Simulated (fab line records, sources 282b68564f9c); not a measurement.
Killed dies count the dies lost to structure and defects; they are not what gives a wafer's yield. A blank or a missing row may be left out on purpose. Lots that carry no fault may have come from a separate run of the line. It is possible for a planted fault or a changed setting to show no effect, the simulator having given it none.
Tool commonality check    flow ritCmos    Lots sampled 14, wafers sampled 42

## WHY IT WAS OPENED
RIT_FOX2_THK_MEAS_01, reading FOX2_OXIDE_THK: flagged on 2 of 14 lots. Fault-free wafers read 351 nm, with a standard deviation of 6.7.
Rule: a lot gets a flag if all its wafers with a number sit over 4 standard deviations from that mean, or if no wafer of it has a number. The rest of the lots are taken to be sound.

lot   measured     on            FOX2_OXIDE_THK (nm), wafer by wafer  flag
L521  day 1 19:52  filmMetro-03  343 345 351                          
L523  day 2 05:34  filmMetro-01  351 360 360                          
L524  day 2 16:02  filmMetro-01  339 341 340                          
L526  day 2 21:02  filmMetro-03  335 333 337                          
L527  day 3 06:29  filmMetro-01  348 342 349                          
L530  day 3 21:04  filmMetro-03  352 337 344                          
L531  day 4 01:04  filmMetro-03  517 513 521                          FLAGGED
L534  day 4 14:23  filmMetro-04  355 349 356                          
L536  day 5 03:52  filmMetro-01  521 521 524                          FLAGGED
L538  day 5 11:49  filmMetro-01  355 356 355                          
L541  day 6 06:29  filmMetro-01  351 355 344                          
L542  day 6 12:09  filmMetro-01  355 354 350                          
L543  day 6 16:57  filmMetro-04  352 360 351                          
L544  day 7 01:23  filmMetro-04  357 357 348                          
The numbers of the flagged lots are 520 nm on average: +168 nm against the usual, or +25 standard deviations.

## WHICH TOOL EACH LOT WENT THROUGH
The record holds 1 process step before the reading, out of a route of 202 steps. Every cell lists first the tool, next ch and the chambers used by the sampled wafers, and last the start.
lot   flag     RIT_FOX2_OXIDATION_00
L521           furnace-03 ch 0, day 1 18:32
L523           furnace-01 ch 0, day 2 04:14
L524           furnace-04 ch 0, day 2 14:43
L526           furnace-04 ch 0, day 2 19:43
L527           furnace-03 ch 0, day 3 05:08
L530           furnace-04 ch 0, day 3 19:45
L531  FLAGGED  furnace-03 ch 0, day 3 22:10
L534           furnace-04 ch 0, day 4 13:05
L536  FLAGGED  furnace-03 ch 0, day 4 23:55
L538           furnace-01 ch 0, day 5 10:29
L541           furnace-01 ch 0, day 6 05:11
L542           furnace-01 ch 0, day 6 10:49
L543           furnace-01 ch 0, day 6 15:38
L544           furnace-01 ch 0, day 7 00:04
What these steps do:
- RIT_FOX2_OXIDATION_00: target thk 350.7 nm, ox time 1130 s.
- RIT_FOX2_THK_MEAS_01

## FLAGGED AGAINST TOTAL, ONE TOOL AT A TIME (gauges that did the reading follow at the end)
step                   tool          lots run  flagged  share of the flagged lots  sound lots run after its first flagged lot
RIT_FOX2_OXIDATION_00  furnace-01    6         0        none                       -
RIT_FOX2_OXIDATION_00  furnace-03    4         2        all                        0
RIT_FOX2_OXIDATION_00  furnace-04    4         0        none                       -
RIT_FOX2_THK_MEAS_01   filmMetro-01  7         1        some                       3 (L538,L541,L542)
RIT_FOX2_THK_MEAS_01   filmMetro-03  4         1        some                       0
RIT_FOX2_THK_MEAS_01   filmMetro-04  3         0        none                       -

## WHAT THE TABLE ALLOWS
Rows of the table that ran each flagged lot: 1, that is furnace-03 at RIT_FOX2_OXIDATION_00.
- furnace-03 at RIT_FOX2_OXIDATION_00: 2 of its 4 lots flagged. Last sound lot L527 at day 3 05:08, first flagged lot L531 at day 3 22:10; a fault beginning in between fits.
One tool is left: furnace-03 at RIT_FOX2_OXIDATION_00.

## WHAT THE SIMULATOR PUT IN
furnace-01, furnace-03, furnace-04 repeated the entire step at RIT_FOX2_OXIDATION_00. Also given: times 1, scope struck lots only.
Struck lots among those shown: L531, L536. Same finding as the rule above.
